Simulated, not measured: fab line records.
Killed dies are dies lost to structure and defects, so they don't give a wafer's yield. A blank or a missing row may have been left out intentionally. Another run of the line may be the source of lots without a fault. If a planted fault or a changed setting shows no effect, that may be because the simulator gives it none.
fab line records ; flow rit-cmos
record lots=14; wafers=42; last-day=7
route steps=202 shown WELLDRIVE@50 NWELL@51 PWELL@52
lots that met no fault: from a run of the same line without faults
start-h: the number of hours between the record's first day and the start of the first shown wafer of the lot ; wait-h: time in hours since the lot's previous step ; " repeats the value in the row above ; L1.1+2: one row covering several wafers at once ; - value missing, or start not given ; * or withheld: withheld ; < > ~ a bound
route shown NAME@n: a module of which the file shows steps, and the number in the route of the first ; usual: mean/standard deviation taken from wafers without a fault ; same: alike in all rows ; chamber/n: place in a boat ; sites: each site's reading ; _std_site: standard deviation across them ; _edge_site: outer sites' mean less inner sites' ; radius-mm: for every site, how far away it sits from the centre of the wafer ; mask NAME#n: copy n ; behind: tool/chamber where the wafer was last shaped ; hold: why the lot went on hold/how many hours it stayed there/how the hold came to an end ; device: names the non-switching transistor (n, p or np) ; end of line: at the end of the route, the tests of the same wafers ; step lacking rows: just its recipe ; killed: not the wafer's yield, but the dies lost to structure and defects at the first sort ; map: a wafer's dies, x killed, . not, _ none there
set.NAME: the setting that was run; set.NAME@STEP: the one run at that earlier step ; model.NAME: the simulator's own value behind a step, which no gauge read
a sample of lots followed through the steps of the route, with each step as a table and each wafer as a row
services: when a tool's chamber went out of use (start-h, in hours from the record's first day, below 0 if earlier), for how many hours, and the reason
## steps
# step RIT_WELLDRIVE_ANNEAL_00
# recipe temp-c=1100; time-s=14700; ambient=N2
# usual run-length-s=18273/9.3; spike-tc-centre-C=1103.5/1.2; spike-tc-source-C=1127.6/1.3
lot.wafer;tool;chamber;start-h;wait-h;run-length-s;spike-tc-centre-C;spike-tc-source-C
L382.2;furnace-03;0;30.46;1.6;18266;1105.4;1127.1
L382.5;furnace-03;0;30.46;1.6;18266;1104.8;1128.7
L382.6;furnace-03;0;30.46;1.6;18266;1103.8;1126.2
L383.2;furnace-01;0;35.05;0.0;18280;1104.4;1129.0
L383.5;furnace-01;0;35.05;0.0;18280;1101.6;1126.9
L383.6;furnace-01;0;35.05;0.0;18280;1101.8;1127.8
L384.2;furnace-04;0;40.04;1.0;18268;1104.1;1126.2
L384.5;furnace-04;0;40.04;1.0;18268;1105.5;1128.1
L384.6;furnace-04;0;40.04;1.0;18268;1103.7;1125.9
L385.3;furnace-04;0;45.12;0.8;18259;1102.9;1124.9
L385.4;furnace-04;0;45.12;0.8;18259;1102.9;1126.2
L385.5;furnace-04;0;45.12;0.8;18259;1103.8;1125.9
L386.2;furnace-01;0;48.96;0.0;18282;1103.7;1128.4
L386.5;furnace-01;0;48.96;0.0;18282;1102.6;1127.9
L386.6;furnace-01;0;48.96;0.0;18282;1104.0;1128.0
L387.2;furnace-03;0;56.30;1.4;18262;1105.0;1127.2
L387.5;furnace-03;0;56.30;1.4;18262;1105.2;1125.9
L387.6;furnace-03;0;56.30;1.4;18262;1105.1;1128.1
L388.1;furnace-01;0;63.31;0.1;18275;1103.3;1127.3
L388.4;furnace-01;0;63.31;0.1;18275;1101.8;1128.3
L388.6;furnace-01;0;63.31;0.1;18275;1104.2;1129.6
L396.3;furnace-01;0;101.26;1.1;12402;1102.3;1127.8
L396.4;furnace-01;0;101.26;1.1;12402;1102.5;1128.6
L396.6;furnace-01;0;101.26;1.1;12402;1102.2;1129.3
L397.1;furnace-01;0;106.35;1.1;12407;1102.6;1129.4
L397.4;furnace-01;0;106.35;1.1;12407;1103.0;1128.9
L397.5;furnace-01;0;106.35;1.1;12407;1103.2;1128.4
L398.1;furnace-04;0;109.69;0.6;18262;1103.4;1124.9
L398.5;furnace-04;0;109.69;0.6;18262;1105.4;1123.8
L398.6;furnace-04;0;109.69;0.6;18262;1104.7;1126.7
L400.1;furnace-04;0;121.65;1.3;18261;1104.7;1127.0
L400.2;furnace-04;0;121.65;1.3;18261;1104.0;1126.4
L400.5;furnace-04;0;121.65;1.3;18261;1105.0;1126.8
L401.1;furnace-03;0;127.98;1.2;18266;1103.1;1127.7
L401.2;furnace-03;0;127.98;1.2;18266;1105.6;1126.7
L401.4;furnace-03;0;127.98;1.2;18266;1103.1;1127.4
L403.2;furnace-03;0;134.14;0.5;18271;1104.4;1125.8
L403.3;furnace-03;0;134.14;0.5;18271;1106.2;1126.9
L403.5;furnace-03;0;134.14;0.5;18271;1102.7;1126.0
L404.3;furnace-04;0;141.52;0.3;18257;1104.4;1126.8
L404.5;furnace-04;0;141.52;0.3;18257;1104.2;1124.3
L404.6;furnace-04;0;141.52;0.3;18257;1104.1;1123.6
# step RIT_WELLDRIVE_RS_MEAS_01
# recipe thk-meas-gauge=four-point-probe
# usual NWELL_RS=275.5/0.63
lot.wafer;tool;chamber;start-h;wait-h;NWELL_RS[ohm/sq]
L382.2;film-metro-03;-;35.57;0.0;275.3
L382.5;film-metro-03;-;35.57;0.0;275.7
L382.6;film-metro-03;-;35.57;0.0;274.8
L383.2;film-metro-02;-;40.15;0.0;275.0
L383.5;film-metro-02;-;40.15;0.0;276.6
L383.6;film-metro-02;-;40.15;0.0;276.9
L384.2;film-metro-03;-;45.14;0.0;276.3
L384.5;film-metro-03;-;45.14;0.0;275.4
L384.6;film-metro-03;-;45.14;0.0;275.1
L385.3;film-metro-03;-;50.24;0.0;275.3
L385.4;film-metro-03;-;50.24;0.0;276.2
L385.5;film-metro-03;-;50.24;0.0;275.9
L386.2;film-metro-04;-;54.06;0.0;275.6
L386.5;film-metro-04;-;54.06;0.0;275.7
L386.6;film-metro-04;-;54.06;0.0;276.1
L387.2;film-metro-03;-;61.41;0.0;275.2
L387.5;film-metro-03;-;61.41;0.0;275.6
L387.6;film-metro-03;-;61.41;0.0;275.9
L388.1;film-metro-04;-;68.39;0.0;275.9
L388.4;film-metro-04;-;68.39;0.0;276.4
L388.6;film-metro-04;-;68.39;0.0;276.7
L396.3;film-metro-03;-;106.39;1.7;301.5
L396.4;film-metro-03;-;106.39;1.7;300.9
L396.6;film-metro-03;-;106.39;1.7;300.6
L397.1;film-metro-03;-;111.43;1.6;300.5
L397.4;film-metro-03;-;111.43;1.6;301.7
L397.5;film-metro-03;-;111.43;1.6;301.4
L398.1;film-metro-02;-;114.78;0.0;275.5
L398.5;film-metro-02;-;114.78;0.0;275.0
L398.6;film-metro-02;-;114.78;0.0;275.1
L400.1;film-metro-04;-;126.73;0.0;276.5
L400.2;film-metro-04;-;126.73;0.0;276.3
L400.5;film-metro-04;-;126.73;0.0;276.1
L401.1;film-metro-02;-;133.06;0.0;275.4
L401.2;film-metro-02;-;133.06;0.0;275.8
L401.4;film-metro-02;-;133.06;0.0;275.1
L403.2;film-metro-02;-;139.24;0.0;275.5
L403.3;film-metro-02;-;139.24;0.0;275.5
L403.5;film-metro-02;-;139.24;0.0;275.5
L404.3;film-metro-03;-;146.64;0.0;275.0
L404.5;film-metro-03;-;146.64;0.0;275.7
L404.6;film-metro-03;-;146.64;0.0;275.7
# step RIT_WELLDRIVE_RS_MEAS_02
# recipe thk-meas-gauge=four-point-probe
# usual PWELL_RS=426.3/1.2
lot.wafer;tool;chamber;start-h;wait-h;PWELL_RS[ohm/sq]
L382.2;film-metro-03;-;35.69;0.1;424.9
L382.5;film-metro-03;-;35.69;0.1;425.6
L382.6;film-metro-03;-;35.69;0.1;425.4
L383.2;film-metro-02;-;40.27;0.1;427.0
L383.5;film-metro-02;-;40.27;0.1;426.2
L383.6;film-metro-02;-;40.27;0.1;426.3
L384.2;film-metro-03;-;45.26;0.1;425.4
L384.5;film-metro-03;-;45.26;0.1;426.3
L384.6;film-metro-03;-;45.26;0.1;424.8
L385.3;film-metro-03;-;50.36;0.1;427.6
L385.4;film-metro-03;-;50.36;0.1;426.2
L385.5;film-metro-03;-;50.36;0.1;426.6
L386.2;film-metro-04;-;54.18;0.1;428.1
L386.5;film-metro-04;-;54.18;0.1;427.8
L386.6;film-metro-04;-;54.18;0.1;428.1
L387.2;film-metro-03;-;61.53;0.1;425.3
L387.5;film-metro-03;-;61.53;0.1;425.5
L387.6;film-metro-03;-;61.53;0.1;425.7
L388.1;film-metro-04;-;68.51;0.1;428.0
L388.4;film-metro-04;-;68.51;0.1;427.6
L388.6;film-metro-04;-;68.51;0.1;428.0
L396.3;film-metro-03;-;106.51;0.1;453.6
L396.4;film-metro-03;-;106.51;0.1;452.4
L396.6;film-metro-03;-;106.51;0.1;453.5
L397.1;film-metro-03;-;111.55;0.1;453.5
L397.4;film-metro-03;-;111.55;0.1;453.5
L397.5;film-metro-03;-;111.55;0.1;453.7
L398.1;film-metro-02;-;114.90;0.1;426.8
L398.5;film-metro-02;-;114.90;0.1;427.5
L398.6;film-metro-02;-;114.90;0.1;427.6
L400.1;film-metro-04;-;126.85;0.1;425.4
L400.2;film-metro-04;-;126.85;0.1;426.0
L400.5;film-metro-04;-;126.85;0.1;425.1
L401.1;film-metro-02;-;133.18;0.1;425.9
L401.2;film-metro-02;-;133.18;0.1;426.4
L401.4;film-metro-02;-;133.18;0.1;427.6
L403.2;film-metro-02;-;139.36;0.1;427.3
L403.3;film-metro-02;-;139.36;0.1;428.0
L403.5;film-metro-02;-;139.36;0.1;425.9
L404.3;film-metro-03;-;146.76;0.1;424.0
L404.5;film-metro-03;-;146.76;0.1;423.1
L404.6;film-metro-03;-;146.76;0.1;424.8
## services
tool;chamber;start-h;hours;kind
furnace-04;-;50.20;4.2;pm
## key
first-sign step=RIT_WELLDRIVE_ANNEAL_00; reading=run-length-s; direction=down; sigmas=99+; usual=*; struck=*
effect step=RIT_WELLDRIVE_RS_MEAS_01; reading=NWELL_RS; direction=up; sigmas=41; usual=275.5; struck=301.1
effect step=RIT_WELLDRIVE_RS_MEAS_02; reading=PWELL_RS; direction=up; sigmas=22; usual=426.3; struck=453.4
met-at RIT_WELLDRIVE_ANNEAL_00
struck-lots L396,L397
tester-left-out L396,L397
onset-between 63.31 101.26
fault kind=process-parameter-drift; tool=furnace-01; chamber=-; onset-h=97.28; steps=RIT_WELLDRIVE_ANNEAL_00; channel=time-s; offset=*; shape=step; end-h=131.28; acts-in=*; stated=*
# tester-left-out: of these lots the tester's yield and bins aren't shown, on N5 and GAA mostly nor the transistor test; their killed dies are dies lost to structure and defects alone, not to doping, threshold or leakage, so they don't give the yield
